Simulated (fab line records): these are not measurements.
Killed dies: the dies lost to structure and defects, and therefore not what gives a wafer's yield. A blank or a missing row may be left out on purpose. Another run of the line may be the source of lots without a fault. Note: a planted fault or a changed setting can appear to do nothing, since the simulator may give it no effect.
Comparing a struck lot with a sound one :: flow rit cmos :: 17 out of 202 route steps
Sound: wafers L533.2, L533.3, L533.6. Wafers L542.2, L542.3, L542.4 were the ones struck. At the end, the cause is stated.
For every step that has rows: the tool of each side, followed by ch and its chambers, followed by its first start. Under that, the readings that differ: sound wafers :: struck wafers :: difference of the means :: sigmas: that difference in standard deviations of wafers without a fault.
alike: readings with means less than 2 such deviations apart, plus words and numbers identical on both sides. not compared: withheld readings, readings lacking a value on some wafer, bounds such as >300 that could conceal the same value, and numbers that have no deviation in the record and whose values overlap.
The two part at a step that has a row with sigmas, a row that says differs or no value, or rows on one side only. When numbers do not overlap yet have no deviation, they are printed without sigmas and do not part them. A reading that every wafer of one side lacks parts them only if that side has two wafers or more.

RIT_SILICIDE_RTA_06: time 10 s, ramp up 5 s, ramp down 10 s.
  sound on rtp anneal-01 ch 0, day 4 04:11; struck on rtp anneal-02 ch 0, day 6 03:31
  alike: wafer_temp_C_max
RIT_CONTACT_CVD_00: deposits SiO2 from TEOS, target thk 400 nm, time 61 s.
  sound on pecvd-02 ch 0,1, day 4 04:15; struck on pecvd-02 ch 0,1,2, day 6 03:34
  alike: heater power w
RIT_CONTACT_THK_MEAS_01:
  sound: film metro-01 at day 4 04:19; struck: film metro-02 at day 6 03:38
  alike: CONTACT_TEOS_THK
then, 6 steps without rows for these wafers: RIT_CONTACT_HMDS_02 (prime time 60 s); RIT_CONTACT_COAT_03 (resist thk 1000 nm); RIT_CONTACT_SOFTBAKE_04 (time 60 s); RIT_CONTACT_EXPOSE_05 (exposes mask M11, target cd 1000 nm); RIT_CONTACT_PEB_06; RIT_CONTACT_DEVELOP_07 (develop time 120 s).
RIT_CONTACT_CD_MEAS_08: the cd target is 1000 nm.
  sound: cd sem-01 at day 4 05:28; struck: cd sem-01 at day 6 04:40
  alike: cd nm
RIT_CONTACT_OVL_MEAS_09:
  sound: overlay-01 at day 4 05:35; struck: overlay-01 at day 6 04:46
  alike: CONTACT_OVL
then, 1 step without rows for these wafers: RIT_CONTACT_HARDBAKE_10 (time 60 s).
RIT_CONTACT_ETCH_11: etches SiO2 in CHF3/CF4/Ar, stops on TiSi2, target depth 480 nm, time 320 s.
  sound on rie diel-01 ch 0,1, day 4 05:46; struck on rie diel-02 ch 1,2,3, day 6 04:57
  no value came back on the struck wafers for any of 5 readings (CHF3_flow_sccm (sccm), O2_flow_sccm (sccm) and others); on the sound wafers CHF3_flow_sccm (sccm) reads 50.02 50.25 50.02
reading: model.NOVOLAK_of_CONTACT_COAT_03.thk nm (nm)
sound: 769 767.7 771.8
struck: 887.1 883.5 886.7
difference: +116.3
sigmas: 
  not compared: rf hours counter h
RIT_CONTACT_STRIP_12: strips in O2, time 180 s.
  sound on plasma asher-02 ch 0, day 4 05:57; struck on plasma asher-04 ch 0,1, day 6 05:08
  alike: drypump motor current A
  not compared: rf hours counter h
RIT_CONTACT_CD_MEAS_90: the cd target is 1000 nm.
  sound: cd sem-01 at day 4 06:09; struck: cd sem-01 at day 6 05:20
reading: cd nm (nm)
sound: 1004.6 1004.3 1003.8
struck: - - -
difference: no value on the struck wafers
sigmas: 
then, 1 step without rows for these wafers: RIT_CONTACT_CLEAN_13 (cleans in SC1, time 600 s).
RIT_M1_PROBE_99:
  sound: prober-02 at day 4 10:42; struck: prober-01 at day 6 10:11
reading: killed_at_M0_to_M3
sound: 0 0 0
struck: 0 1 0
difference: +0
sigmas: +4

reading: killed at contacts
sound: 0 0 0
struck: 258 259 258
difference: +258
sigmas: +99 or more

reading: killed dies
sound: 6 6 5
struck: 264 264 264
difference: +258
sigmas: +96

reading: killed on rim
sound: 0 1 1
struck: 70 70 70
difference: +69
sigmas: +50
  alike: killed at front end, killed open, killed short

WHERE THEY PART
First at RIT_CONTACT_ETCH_11; last, within this record, at RIT_M1_PROBE_99.

WHY: whatever the simulator had introduced
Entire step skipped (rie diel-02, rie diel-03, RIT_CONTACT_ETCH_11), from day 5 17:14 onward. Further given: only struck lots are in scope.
